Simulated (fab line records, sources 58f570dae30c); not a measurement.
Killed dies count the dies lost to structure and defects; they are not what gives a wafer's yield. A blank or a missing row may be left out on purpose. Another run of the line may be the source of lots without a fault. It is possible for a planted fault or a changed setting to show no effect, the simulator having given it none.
Problem report in the 8D (eight disciplines) form, filled by code | flow berkeley cmos170 | the parts of the form that need people (team, actions taken, sign-off) are left out

## 1. THE ISSUE
Wafers without a fault read 84.7 s, standard deviation 0.44; run length s at UCB170_GATE_ETCH_15 reads a mean of 100.5 s on 3 wafers belonging to 2 lots. That puts it +36 standard deviations away from the usual mean.
The step: etches poly-Si in HBr/Cl2, stops on SiO2, time 56.3 s, target depth 278.2 nm.
First seen on wafer L182.1, day 11 00:17, on rie si-02. At this step, 18 wafers from 6 lots have a number in the record. Rule for "out", or "out of limits": more than 4 standard deviations from the usual mean. Any other wafer with a number is counted as sound.

## 2. WHAT IT IS AND WHAT IT IS NOT
question                    | is                           | is not
which readings at this step | run length s, oes product au | HBr_flow_sccm, drypump motor current A, throttle valve pct
which lots                  | L182, L185                   | L167, L178, L183, L186
which wafers of those lots  | L182.1, L185.1, L185.6       | L182.2, L182.4, L185.4
read on which tools         | rie si-02                    | rie si-01
when                        | from day 11 00:17            | up to then (8 sound wafers); but 7 sound wafers of L183, L185, L186 came after

## 3. WHAT RULES OUT EACH SUSPECT
Counting: a tool at a process step up to the reading stays a suspect if it ran every lot that is out. Sound lots after the first of them don't rule it out here, since some wafers of a struck lot are sound.
- rie diel-02 at UCB170_GATE_ETCH_14 (etches BARC in N2/H2): kept. It ran every lot that is out, first L182 (day 11 00:14); its last sound lot up to then is L178 (day 10 03:21).
- rie si-02 at UCB170_GATE_ETCH_15 (etches poly-Si in HBr/Cl2, stops on SiO2, time 56.3 s, target depth 278.2 nm): kept. It ran every lot that is out, first L182 (day 11 00:17); its last sound lot up to then is L167 (day 8 19:43). Out on those wafers are its own readings of oes product au, run length s.
- At UCB170_GATE_ETCH_15, inside rie si-02: chamber 2 took the wafers that are out, while their sound lot-mates went through chambers 0, 1, 3.
Left after counting: rie diel-02 at UCB170_GATE_ETCH_14, rie si-02 at UCB170_GATE_ETCH_15.

## 4. THE CAUSE (what the simulator had put in)
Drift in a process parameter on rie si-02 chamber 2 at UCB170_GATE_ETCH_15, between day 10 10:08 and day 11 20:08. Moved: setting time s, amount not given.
After counting, 2 suspects remain, this tool included.

## 5. THE CHAIN OF EFFECTS, in route order
Rows list readings where the struck wafers' mean (over those with a number) sits beyond 3 standard deviations from the usual. Scope: only readings with a usual standard deviation given in the record; hours: median across lots of the time from each lot's start at the first step in this table that gives one to its start at this step; sigmas: change in usual standard deviations.
hours | step                | reading        | usual      | on struck wafers | change | sigmas
0     | UCB170_GATE_ETCH_15 | oes product au | 0.832 a.u. | 0.724            | -0.108 | -6.8
0     | UCB170_GATE_ETCH_15 | run length s   | 84.7 s     | 100.5            | +15.8  | +36
It contains these process steps:
- UCB170_GATE_ETCH_15: etches poly-Si in HBr/Cl2, stops on SiO2, time 56.3 s, target depth 278.2 nm.

## 6. HOW IT WOULD HAVE BEEN CAUGHT EARLIER
In this record the first reading out of limits was taken at day 11 00:17, 14 hours after the fault began at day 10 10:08.
